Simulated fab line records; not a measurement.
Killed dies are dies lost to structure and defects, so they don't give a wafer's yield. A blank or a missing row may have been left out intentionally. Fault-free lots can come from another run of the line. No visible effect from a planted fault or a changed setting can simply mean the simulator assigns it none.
Split-lot trial + flow ritCmos + 23 wafers read across 5 lots, on a route 202 steps long

## ABOUT THE SPLIT
At RIT_ACTIVE_OXIDATION_01 (target thk 46.8 nm, ox time 3360 s), the setting oxTimeS was moved away from the recipe's 3360 s on 15 of the 23 wafers read, by -13.2% to +5.5%. For the rest of the wafers, this setting stayed at what the recipe calls for.

The reading is taken at the split's own step.

## THE READING
SiO2_of_ACTIVE_OXIDATION_01.thkNm (the simulator's own value, which no gauge read), in nm, at RIT_ACTIVE_OXIDATION_01 (target thk 46.8 nm, ox time 3360 s). The file does not state a usual value for it. The 8 wafers here that ran the recipe average 47.01 nm, standard deviation 0.39 nm.

| wafer  | tool, chamber at the split | oxTimeS as run, s | against the recipe | SiO2_of_ACTIVE_OXIDATION_01.thkNm, nm | against lot-mates on the recipe |
|--------|----------------------------|-------------------|--------------------|---------------------------------------|---------------------------------|
| L074.1 | -, -                       | 3545              | +5.5%              | 49.13                                 | no lot-mate on the recipe       |
| L074.3 | -, -                       | 3545              | +5.5%              | 48.62                                 | no lot-mate on the recipe       |
| L074.4 | -, -                       | 3545              | +5.5%              | 49.62                                 | no lot-mate on the recipe       |
| L074.5 | -, -                       | 3545              | +5.5%              | 48.91                                 | no lot-mate on the recipe       |
| L074.6 | -, -                       | 3545              | +5.5%              | 49.23                                 | no lot-mate on the recipe       |
| L077.1 | -, -                       | 3360              | recipe             | 47.07                                 | -                               |
| L077.2 | -, -                       | 3360              | recipe             | 47.13                                 | -                               |
| L077.3 | -, -                       | 3360              | recipe             | 46.9                                  | -                               |
| L077.4 | -, -                       | 3360              | recipe             | 47.17                                 | -                               |
| L077.6 | -, -                       | 3360              | recipe             | 47.37                                 | -                               |
| L080.1 | -, -                       | 2916              | -13.2%             | 43.6                                  | no lot-mate on the recipe       |
| L080.2 | -, -                       | 2916              | -13.2%             | 42.1                                  | no lot-mate on the recipe       |
| L080.4 | -, -                       | 2916              | -13.2%             | 42.87                                 | no lot-mate on the recipe       |
| L080.5 | -, -                       | 2916              | -13.2%             | 43.15                                 | no lot-mate on the recipe       |
| L080.6 | -, -                       | 2916              | -13.2%             | 43.16                                 | no lot-mate on the recipe       |
| L082.1 | furnace-03, 0              | 3360              | recipe             | 46.93                                 | -                               |
| L082.2 | furnace-03, 0              | 3360              | recipe             | 47.45                                 | -                               |
| L082.3 | furnace-03, 0              | 3360              | recipe             | 46.09                                 | -                               |
| L085.1 | -, -                       | 3158              | -6.0%              | 43.1                                  | no lot-mate on the recipe       |
| L085.2 | -, -                       | 3158              | -6.0%              | 42.94                                 | no lot-mate on the recipe       |
| L085.3 | -, -                       | 3158              | -6.0%              | 43.59                                 | no lot-mate on the recipe       |
| L085.4 | -, -                       | 3158              | -6.0%              | 43.42                                 | no lot-mate on the recipe       |
| L085.6 | -, -                       | 3158              | -6.0%              | 43.82                                 | no lot-mate on the recipe       |

THE FIT
A straight line over all 23 wafers: SiO2_of_ACTIVE_OXIDATION_01.thkNm changes by +0.35 nm for each +1% of oxTimeS; r = +0.94; the points scatter about the line by 0.89 nm.
Too few moved wafers have a lot-mate on the recipe to fit a line with each lot's own level taken away.

## FILE'S OWN FIT
SiO2_of_ACTIVE_OXIDATION_01.thkNm changes by +0.35 nm for each +1% of oxTimeS, r = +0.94.
